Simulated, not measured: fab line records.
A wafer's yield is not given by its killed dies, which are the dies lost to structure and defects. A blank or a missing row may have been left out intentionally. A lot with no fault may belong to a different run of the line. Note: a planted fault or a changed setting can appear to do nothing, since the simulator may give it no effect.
One fault seen from 2 desks | flow berkeleyCmos170 | only its own numbers are on each desk; what lay behind them is given at the end

== METROLOGY DESK ==
Means of the sampled wafers that have a number, per lot and without regard to the tool the lot ran on: this is what the gauges read. A lot is out of limits, marked OUT, if its mean lies more than 4 standard deviations from the usual mean; the brackets give that distance.
Columns: A = NWELL_NITRIDE_THK at UCB170_NWELL_THK_MEAS_05, usual 224.4 nm; B = SACOX_OXIDE_THK at UCB170_SACOX_THK_MEAS_02, usual 14.3 nm
lot  | first seen here | A               | B
L500 | day 2 01:59     | 224.1           | 13.9
L501 | day 2 10:39     | 221.3           | 14.1
L502 | day 2 20:28     | 224.6           | 14.0
L503 | day 2 23:51     | 224.4           | 14.6
L504 | day 2 23:51     | 221.6           | 14.3
L505 | day 3 10:29     | 225.5           | 14.6
L506 | day 3 14:32     | 222.9           | 14.1
L507 | day 3 14:32     | 223.5           | 14.2
L508 | day 3 18:36     | 222.9           | 14.8
L511 | day 4 12:03     | 224.4           | 14.2
L516 | day 5 11:14     | 225.6           | 14.7
L518 | day 5 22:35     | 254.6 (+16) OUT | -
L519 | day 6 02:25     | 255.4 (+16) OUT | -
L522 | day 6 19:41     | 223.2           | 14.7
Finding of this desk: L518, L519 out of limits, first seen on L518 at day 5 22:35 (NWELL_NITRIDE_THK at UCB170_NWELL_THK_MEAS_05). In limits: L500, L501, L502, L503, L504, L505, L506, L507, L508, L511, L516, L522.

== TOOL OWNER'S DESK, lpcvd-01 ==
The tool's own readings at UCB170_NWELL_CVD_04 (deposits Si3N4 from SiH2Cl2/NH3, target thk 224 nm, time 3360 s): means of the sampled wafers that have a number, for each lot that ran on this tool. A lot is out of limits, marked OUT, if its mean lies more than 4 standard deviations from the usual mean; the brackets give that distance.
Columns: A = nh3FlowSccm at UCB170_NWELL_CVD_04, usual 74.98 sccm; B = sih2cl2FlowSccm at UCB170_NWELL_CVD_04, usual 25.00 sccm
lot  | first seen here | A     | B
L500 | day 2 00:04     | 74.69 | 25.01
L502 | day 2 18:32     | 75.11 | 25.12
L505 | day 3 08:34     | 75.23 | 25.01
L506 | day 3 12:37     | 74.95 | 25.08
L507 | day 3 12:37     | 75.13 | 25.01
L511 | day 4 10:07     | 75.05 | 25.03
L516 | day 5 09:17     | 74.88 | 24.90
L518 | day 5 20:38     | 74.90 | 37.50 (+99 or more) OUT
L519 | day 6 00:28     | 74.89 | 37.57 (+99 or more) OUT
Finding of this desk: L518, L519 out of limits; the first was L518 at day 5 20:38, on sih2cl2FlowSccm at UCB170_NWELL_CVD_04. In limits: L500, L502, L505, L506, L507, L511, L516.

== TAKEN TOGETHER ==
An alarm could have come from the tool owner's desk at day 5 20:38, on L518, L519.
Metrology desk: alarm possible at day 5 22:35 on L518, L519.
The lots listed all ran UCB170_NWELL_CVD_04 on lpcvd-01.

== WHAT WAS PUT IN BY THE SIMULATOR ==
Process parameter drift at UCB170_NWELL_CVD_04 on lpcvd-01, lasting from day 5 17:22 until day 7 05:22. A move of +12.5 in setting sih2cl2FlowSccm, from 25. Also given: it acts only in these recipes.
Lots struck among those shown: L518, L519.
Delay (hours) between the fault's onset and each desk's first out-of-limits reading: 3 at the tool owner's desk, 5 at the metrology desk.
